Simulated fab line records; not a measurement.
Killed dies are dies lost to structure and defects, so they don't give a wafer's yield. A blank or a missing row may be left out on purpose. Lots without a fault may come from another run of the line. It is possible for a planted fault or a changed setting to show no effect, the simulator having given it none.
2 desks looking at one fault    flow rit cmos    each desk has only its own numbers; what lay behind them comes last

== THE TOOL OWNER'S DESK: litho track-01 ==
The tool's own readings at RIT_M1_COAT_04 (resist thk 1300 nm): means of the sampled wafers that have a number, for each lot that ran on this tool. Any lot whose mean is over 4 standard deviations away from the usual mean is out of limits and marked OUT; that distance is given in the brackets.
Columns: A = spin speed rpm at RIT_M1_COAT_04, usual 1999.9 rpm
lot   first seen here  A
L397  day 3 20:26      2000.0
L398  day 4 02:56      1999.3
L400  day 4 12:00      2000.2
L402  day 4 22:35      1999.7
L403  day 5 08:20      2000.5
L404  day 5 10:05      1999.4
L406  day 5 18:31      2000.0
L408  day 6 10:28      2001.0
L409  day 6 12:54      2000.7
This desk's verdict: no lot among the 9 shows anything out of limits.

== METROLOGY DESK ==
What the gauges read for every lot (on any tool): the sampled wafers with a number, averaged. Any lot whose mean is over 4 standard deviations away from the usual mean is out of limits and marked OUT; that distance is given in the brackets.
Columns: A = cd nm at RIT_M1_CD_MEAS_09, usual 2600.4 nm
lot   first seen here  A
L394  day 3 07:17      2602.6
L397  day 3 21:21      2601.2
L398  day 4 03:40      2599.7
L399  day 4 10:38      2596.9
L400  day 4 12:52      2599.8
L401  day 4 17:27      2600.7
L402  day 4 23:26      2596.8
L403  day 5 09:12      2602.0
L404  day 5 10:56      2602.0
L406  day 5 19:14      2604.9
L407  day 6 01:41      2597.4
L408  day 6 11:12      2609.0
L409  day 6 13:38      2607.7
L411  day 6 21:14      2601.5
This desk's verdict: no lot among the 14 shows anything out of limits.

== PUT TOGETHER ==
The desk of the tool owner found nothing out of limits.
Nothing out of limits was seen by the metrology desk.

== WHAT HAD BEEN PUT IN BY THE SIMULATOR ==
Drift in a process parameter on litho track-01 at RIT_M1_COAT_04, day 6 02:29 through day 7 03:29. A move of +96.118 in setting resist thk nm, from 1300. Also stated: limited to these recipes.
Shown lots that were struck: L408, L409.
